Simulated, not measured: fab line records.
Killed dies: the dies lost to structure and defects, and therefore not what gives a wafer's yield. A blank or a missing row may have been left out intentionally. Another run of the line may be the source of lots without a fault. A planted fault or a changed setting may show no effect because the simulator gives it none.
A struck lot beside a sound one / flow rit cmos / 15 steps out of a route of 202
Sound: these wafers, L241.4, L241.5, L241.6. Struck: wafers L245.2, L245.3, L245.4. At the end, the cause is stated.
Each step with rows lists, per side, the tool, then ch with its chambers, then its first start. Under that, the readings that differ: sound wafers / struck wafers / difference of the means / sigmas: that difference in standard deviations of wafers without a fault.
alike: words and numbers the same on both sides, and readings whose means are apart by under 2 such deviations; not compared: readings that were withheld, readings missing a value for some wafer, numbers with overlapping values and no deviation given by the record, and bounds like >300 which may hide the same value.
The two part at a step that has a row with sigmas, a row that says differs or no value, or rows on one side only. Non-overlapping numbers with no deviation appear without sigmas and do not part them. A reading that every wafer of one side lacks parts them only if that side has two wafers or more.

first, 3 steps without rows for these wafers: RIT_SPACER_CLEAN_01 (cleans in dHF, time 30 s); RIT_SPACER_CLEAN_02 (cleans in SC2, time 600 s); RIT_SPACER_CVD_03 (deposits Si3N4 from SiH2Cl2/NH3, target thk 250 nm, time 3300 s).
RIT_SPACER_THK_MEAS_04:
  sound on film metro-02 at day 5 01:30; struck on film metro-02 at day 6 03:35
  alike: SPACER_NITRIDE_THK
RIT_SPACER_ETCHBACK_05: etches Si3N4 in SF6/CHF3, stops on SiO2, target depth 250 nm, time 240 s.
  sound on rie diel-04 ch 2,3, day 5 01:32; struck on rie diel-01 ch 1,2,3, day 6 03:38
  alike: drypump motor current A, oes product au, rf fwd power W, throttle valve pct
  not compared: rf hours counter h
then, 6 steps without rows for these wafers: RIT_NSD_HMDS_00 (prime time 60 s); RIT_NSD_COAT_01 (resist thk 1000 nm); RIT_NSD_SOFTBAKE_02 (time 60 s); RIT_NSD_EXPOSE_03 (exposes mask M9, target cd 40700 nm); RIT_NSD_PEB_04; RIT_NSD_DEVELOP_05 (develop time 50 s).
RIT_NSD_OVL_MEAS_06:
  sound on overlay-01 at day 5 02:33; struck on overlay-01 at day 6 04:39
  alike: NSD_OVL
RIT_NSD_HARDBAKE_07: time 60 s.
  sound on litho track-02 ch 0, day 5 02:38; struck on litho track-02 ch 0, day 6 04:43
reading=heater power total W (W); sound=62.57 62.57 62.46; struck=58.38 58.38 58.41; difference=-4.14; sigmas=-92
reading=plate temp C (C); sound=140.17 139.92 140.11; struck=132.90 132.78 132.77; difference=-7.25; sigmas=-48
reading=model.NOVOLAK_of_NSD_COAT_01.thk nm (nm); sound=885.5 883.5 884.4; struck=897.8 898.7 900.5; difference=+14.5; sigmas=
next, for these wafers, 1 step has no rows: RIT_NSD_IMPLANT_08.
RIT_M1_PROBE_99:
  sound on prober-01 at day 5 14:59; struck on prober-01 at day 6 14:31
  alike: killed at contacts, killed at front end, killed dies, killed open, killed short

== WHERE THEY PART ==
Only at RIT_NSD_HARDBAKE_07, within this record. Later steps at which nothing parts them and some readings are alike: RIT_M1_PROBE_99.

WHY: what had been put in by the simulator
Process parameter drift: litho track-02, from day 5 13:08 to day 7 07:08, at RIT_NSD_HARDBAKE_07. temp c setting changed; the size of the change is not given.
